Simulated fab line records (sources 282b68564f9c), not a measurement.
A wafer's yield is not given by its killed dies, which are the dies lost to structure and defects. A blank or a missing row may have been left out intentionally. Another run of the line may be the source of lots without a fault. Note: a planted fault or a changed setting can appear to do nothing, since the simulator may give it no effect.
Problem report, 8D (eight disciplines) form, completed by code :: flow ritCmos :: the parts of the form that need people (team, actions taken, sign-off) are left out

1. THE ISSUE
runLengthS at RIT_SPACER_ETCHBACK_05 reads a mean of 310.6 s on 1 wafer of 1 lot; wafers without a fault read 268.4 s with a standard deviation of 0.53. Measured from the usual mean, that is +80 standard deviations.
The step: etches Si3N4 in SF6/CHF3, stops on SiO2, target depth 250 nm, time 240 s.
Seen first at day 7 09:09 on rieDiel-01, wafer L685.1. The record holds 15 wafers of 5 lots with a number at this step. The rule behind "out" and "out of limits": a value lying over 4 standard deviations away from the usual mean. The rest of the wafers with a number are treated as sound.

2. WHAT IT IS, WHAT IT ISN'T
question: which readings at this step
is: runLengthS, oesProductAu
is not: chamberPressureMTorr, drypumpMotorCurrentA, throttleValvePct

question: which lots
is: L685
is not: L669, L674, L686, L687

question: which wafers of those lots
is: L685.1
is not: L685.2, L685.5

question: read on which tools
is: rieDiel-01
is not: rieDiel-03, rieDiel-04

question: when
is: from day 7 09:09
is not: up to then (8 sound wafers); but 6 sound wafers of L686, L687 came after

3. WHAT RULES OUT EACH SUSPECT
Counting: a tool at a process step up to the reading stays a suspect if it ran every lot that is out. Sound lots after the first of them don't rule it out here, since some wafers of a struck lot are sound.
- plasmaAsher-02 at RIT_PLDD_STRIP_09 (strips in O2, time 180 s): kept. It ran the lot that is out, L685 (day 7 06:34).
- rieDiel-01 at RIT_SPACER_ETCHBACK_05 (etches Si3N4 in SF6/CHF3, stops on SiO2, target depth 250 nm, time 240 s): kept. It processed L685, the lot that is out, at day 7 09:09, and its most recent sound lot before then was L674 at day 5 03:53. Its own oesProductAu, runLengthS readings are out on those wafers.
- Within rieDiel-01 at RIT_SPACER_ETCHBACK_05: the wafers that are out ran in chamber 0; their sound lot-mates ran in chambers 1, 2.
Remaining after the count are plasmaAsher-02 at RIT_PLDD_STRIP_09 and rieDiel-01 at RIT_SPACER_ETCHBACK_05.

4. THE CAUSE (what the simulator had put in)
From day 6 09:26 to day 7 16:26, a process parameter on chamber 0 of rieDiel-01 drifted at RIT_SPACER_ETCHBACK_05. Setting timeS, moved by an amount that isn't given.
Counting leaves 2 suspects; this tool is one of them.

5. THE EFFECT CHAIN, in route order
Rows list readings where the struck wafers' mean (over those with a number) sits beyond 3 standard deviations from the usual. Readings are gone through only where the record gives a usual standard deviation; hours: the median, over the lots, of the time from a lot's start at the first step in this table giving one to that lot's start at this step; sigmas: the change measured in usual standard deviations.
hours: 0
step: RIT_SPACER_ETCHBACK_05
reading: oesProductAu
usual: 0.842 a.u.
on struck wafers: 0.735
change: -0.107
sigmas: -8.2

hours: 0
step: RIT_SPACER_ETCHBACK_05
reading: runLengthS
usual: 268.4 s
on struck wafers: 310.6
change: +42.2
sigmas: +80
Here are the process steps it includes:
- RIT_SPACER_ETCHBACK_05: etches Si3N4 in SF6/CHF3, stops on SiO2, target depth 250 nm, time 240 s.
Later measuring or inspecting steps at which every struck wafer that the step has a row for has a number for every such reading, and none has moved that far: RIT_NSD_OVL_MEAS_06, RIT_NSD_TW_MEAS_10, RIT_PSD_OVL_MEAS_06, RIT_PSD_TW_MEAS_10, RIT_SDANNEAL_RS_MEAS_04, RIT_SDANNEAL_RS_MEAS_05, RIT_SDANNEAL_RS_MEAS_06.

6. HOW IT WOULD HAVE BEEN CAUGHT EARLIER
24 hours passed between the start of the fault at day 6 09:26 and the first reading out of limits in this record, taken at day 7 09:09.
